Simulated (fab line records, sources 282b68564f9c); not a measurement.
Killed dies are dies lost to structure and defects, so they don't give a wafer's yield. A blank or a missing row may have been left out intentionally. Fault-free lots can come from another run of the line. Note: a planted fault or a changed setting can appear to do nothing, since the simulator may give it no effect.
What tool caused it? :: flow ritCmos :: Sampling: 14 lots, 42 wafers, 3 of 202 route steps

== WHAT THE GAUGES READ, wafer by wafer ==
RIT_SILICIDE_RS_MEAS_02: measurement is done with a four-point probe.
lot: L244
measured: day 3 08:19
on: filmMetro-03
SILICIDE_TI_RS (ohm/sq): 47.4 47.1 47.9

lot: L245
measured: day 3 15:46
on: filmMetro-03
SILICIDE_TI_RS (ohm/sq): 47.5 46.9 47.6

lot: L247
measured: day 3 21:24
on: filmMetro-03
SILICIDE_TI_RS (ohm/sq): 47.9 47.3 47.9

lot: L248
measured: day 4 03:25
on: filmMetro-04
SILICIDE_TI_RS (ohm/sq): 48.7 48.3 49.1

lot: L249
measured: day 4 07:59
on: filmMetro-04
SILICIDE_TI_RS (ohm/sq): 48.1 48.2 47.6

lot: L250
measured: day 4 12:23
on: filmMetro-03
SILICIDE_TI_RS (ohm/sq): 49.6 48.2 48.5

lot: L251
measured: day 4 14:38
on: filmMetro-02
SILICIDE_TI_RS (ohm/sq): 47.7 47.4 48.1

lot: L252
measured: day 5 01:17
on: filmMetro-02
SILICIDE_TI_RS (ohm/sq): 47.0 48.0 47.9

lot: L253
measured: day 5 04:34
on: filmMetro-02
SILICIDE_TI_RS (ohm/sq): 46.4 47.2 46.7

lot: L254
measured: day 5 06:14
on: filmMetro-03
SILICIDE_TI_RS (ohm/sq): 49.3 49.4 49.2

lot: L259
measured: day 6 10:14
on: filmMetro-04
SILICIDE_TI_RS (ohm/sq): 41.9 42.7 42.4

lot: L261
measured: day 6 20:13
on: filmMetro-04
SILICIDE_TI_RS (ohm/sq): 42.5 42.1 42.1

lot: L264
measured: day 7 08:04
on: filmMetro-04
SILICIDE_TI_RS (ohm/sq): 48.8 49.0 47.9

lot: L266
measured: day 7 22:25
on: filmMetro-02
SILICIDE_TI_RS (ohm/sq): 47.5 47.5 48.5

RIT_SILICIDE_THK_MEAS_03: measures by xrf.
lot: L244
measured: day 3 08:26
on: filmMetro-03
SILICIDE_TI_THK (nm): 30.3 30.3 30.0

lot: L245
measured: day 3 15:53
on: filmMetro-03
SILICIDE_TI_THK (nm): 30.2 30.6 30.1

lot: L247
measured: day 3 21:31
on: filmMetro-03
SILICIDE_TI_THK (nm): 30.0 30.2 30.0

lot: L248
measured: day 4 03:31
on: filmMetro-04
SILICIDE_TI_THK (nm): 29.4 29.7 29.1

lot: L249
measured: day 4 08:06
on: filmMetro-04
SILICIDE_TI_THK (nm): 29.6 29.8 30.0

lot: L250
measured: day 4 12:29
on: filmMetro-03
SILICIDE_TI_THK (nm): 29.0 29.5 29.5

lot: L251
measured: day 4 14:45
on: filmMetro-02
SILICIDE_TI_THK (nm): 30.2 30.1 29.9

lot: L252
measured: day 5 01:24
on: filmMetro-02
SILICIDE_TI_THK (nm): 30.6 30.1 30.1

lot: L253
measured: day 5 04:41
on: filmMetro-02
SILICIDE_TI_THK (nm): 30.9 30.4 30.7

lot: L254
measured: day 5 06:22
on: filmMetro-03
SILICIDE_TI_THK (nm): 29.2 29.1 29.3

lot: L259
measured: day 6 10:20
on: filmMetro-04
SILICIDE_TI_THK (nm): 33.3 33.0 32.9

lot: L261
measured: day 6 20:19
on: filmMetro-04
SILICIDE_TI_THK (nm): 32.8 33.1 33.2

lot: L264
measured: day 7 08:11
on: filmMetro-04
SILICIDE_TI_THK (nm): 29.5 29.3 29.8

lot: L266
measured: day 7 22:32
on: filmMetro-02
SILICIDE_TI_THK (nm): 30.3 30.3 29.8

== WHAT TOOL EACH LOT RAN ON (gives the tool, then ch and the chambers of the sampled wafers, and finally the start) ==
lot: L244
RIT_SILICIDE_SPUTTER_01: pvdSputter-01, day 3 08:10

lot: L245
RIT_SILICIDE_SPUTTER_01: pvdSputter-02, day 3 15:37

lot: L247
RIT_SILICIDE_SPUTTER_01: pvdSputter-02, day 3 21:15

lot: L248
RIT_SILICIDE_SPUTTER_01: pvdSputter-01, day 4 03:14

lot: L249
RIT_SILICIDE_SPUTTER_01: pvdSputter-03, day 4 07:50

lot: L250
RIT_SILICIDE_SPUTTER_01: pvdSputter-01, day 4 12:13

lot: L251
RIT_SILICIDE_SPUTTER_01: pvdSputter-02, day 4 14:29

lot: L252
RIT_SILICIDE_SPUTTER_01: pvdSputter-01, day 5 01:08

lot: L253
RIT_SILICIDE_SPUTTER_01: pvdSputter-03, day 5 04:25

lot: L254
RIT_SILICIDE_SPUTTER_01: pvdSputter-01, day 5 06:05

lot: L259
RIT_SILICIDE_SPUTTER_01: pvdSputter-03, day 6 10:04

lot: L261
RIT_SILICIDE_SPUTTER_01: pvdSputter-03, day 6 20:02

lot: L264
RIT_SILICIDE_SPUTTER_01: pvdSputter-01, day 7 07:55

lot: L266
RIT_SILICIDE_SPUTTER_01: pvdSputter-01, day 7 22:16
- RIT_SILICIDE_SPUTTER_01: material Ti, target thk 30 nm, time 240 s.

== AS READ BY THE TOOLS THEMSELVES (means over the sampled wafers that have a number; for cases with no such wafer, the mark the record gives instead) ==
RIT_SILICIDE_SPUTTER_01.
lot: L244
tool: pvdSputter-01
cathodeDcPowerW (W): 350.01
throttleValvePct (%): 30.0

lot: L245
tool: pvdSputter-02
cathodeDcPowerW (W): 349.98
throttleValvePct (%): 30.7

lot: L247
tool: pvdSputter-02
cathodeDcPowerW (W): 350.00
throttleValvePct (%): 30.6

lot: L248
tool: pvdSputter-01
cathodeDcPowerW (W): 349.98
throttleValvePct (%): 29.7

lot: L249
tool: pvdSputter-03
cathodeDcPowerW (W): 349.98
throttleValvePct (%): 29.8

lot: L250
tool: pvdSputter-01
cathodeDcPowerW (W): 349.92
throttleValvePct (%): 29.7

lot: L251
tool: pvdSputter-02
cathodeDcPowerW (W): 350.04
throttleValvePct (%): 30.9

lot: L252
tool: pvdSputter-01
cathodeDcPowerW (W): 349.94
throttleValvePct (%): 29.8

lot: L253
tool: pvdSputter-03
cathodeDcPowerW (W): 350.04
throttleValvePct (%): 30.1

lot: L254
tool: pvdSputter-01
cathodeDcPowerW (W): 350.02
throttleValvePct (%): 29.0

lot: L259
tool: pvdSputter-03
cathodeDcPowerW (W): 385.96
throttleValvePct (%): 30.5

lot: L261
tool: pvdSputter-03
cathodeDcPowerW (W): 386.00
throttleValvePct (%): 30.1

lot: L264
tool: pvdSputter-01
cathodeDcPowerW (W): 349.96
throttleValvePct (%): 29.9

lot: L266
tool: pvdSputter-01
cathodeDcPowerW (W): 349.97
throttleValvePct (%): 30.5

== THE ANSWER, worked out from the rows above alone ==
Rule: the lots themselves supply what counts as usual. The widest of any qualifying gaps counts: lots, ordered by their means at a reading, are off when they make up no more than a third of the lots, leave a main group of 4 or more, and stand apart from it by 3 or more times the standard deviation of that group's means. If all means in a main group match to the digits the tables above print for the reading, that group is not used. A lot without any number at a reading at which 4 lots or more have one is off too. Where the step has rows for the other lots, those lots are counted as sound. First the gauges in route order, then the tools' own readings, where a lot's mean is used as printed above. At the first step where some lot is off, the reading lying furthest off is the one used; lots without a number count as furthest.
Off: L259, L261, at RIT_SILICIDE_RS_MEAS_02 (SILICIDE_TI_RS). The main group has a mean of 48.0 ohm/sq with a standard deviation of 0.69.
A tool fits if, at a process step before that reading, it ran every lot that is off, and no sound lot after the first of them. The gauges at RIT_SILICIDE_RS_MEAS_02 aren't tried: what is off there is off at RIT_SILICIDE_SPUTTER_01 too, on other tools, and a gauge's error can't cause that. One fits: RIT_SILICIDE_SPUTTER_01 on pvdSputter-03. A fault onset in the window from L253 (day 5 04:25, its last sound lot) to L259 (day 6 10:04, its first lot off) fits.
The tool's own readings at RIT_SILICIDE_SPUTTER_01 bear it out: on the lots that are off they differ by more than 5 times the standard deviation of the sound lots' means. cathodeDcPowerW reads 385.98 W there against 349.99 W on the sound lots.

== WHAT THE SIMULATOR HAD INSERTED ==
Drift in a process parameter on pvdSputter-03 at RIT_SILICIDE_SPUTTER_01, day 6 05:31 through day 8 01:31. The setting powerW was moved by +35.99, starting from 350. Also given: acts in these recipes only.
Struck lots among those shown: L259, L261. The rule above found the same.
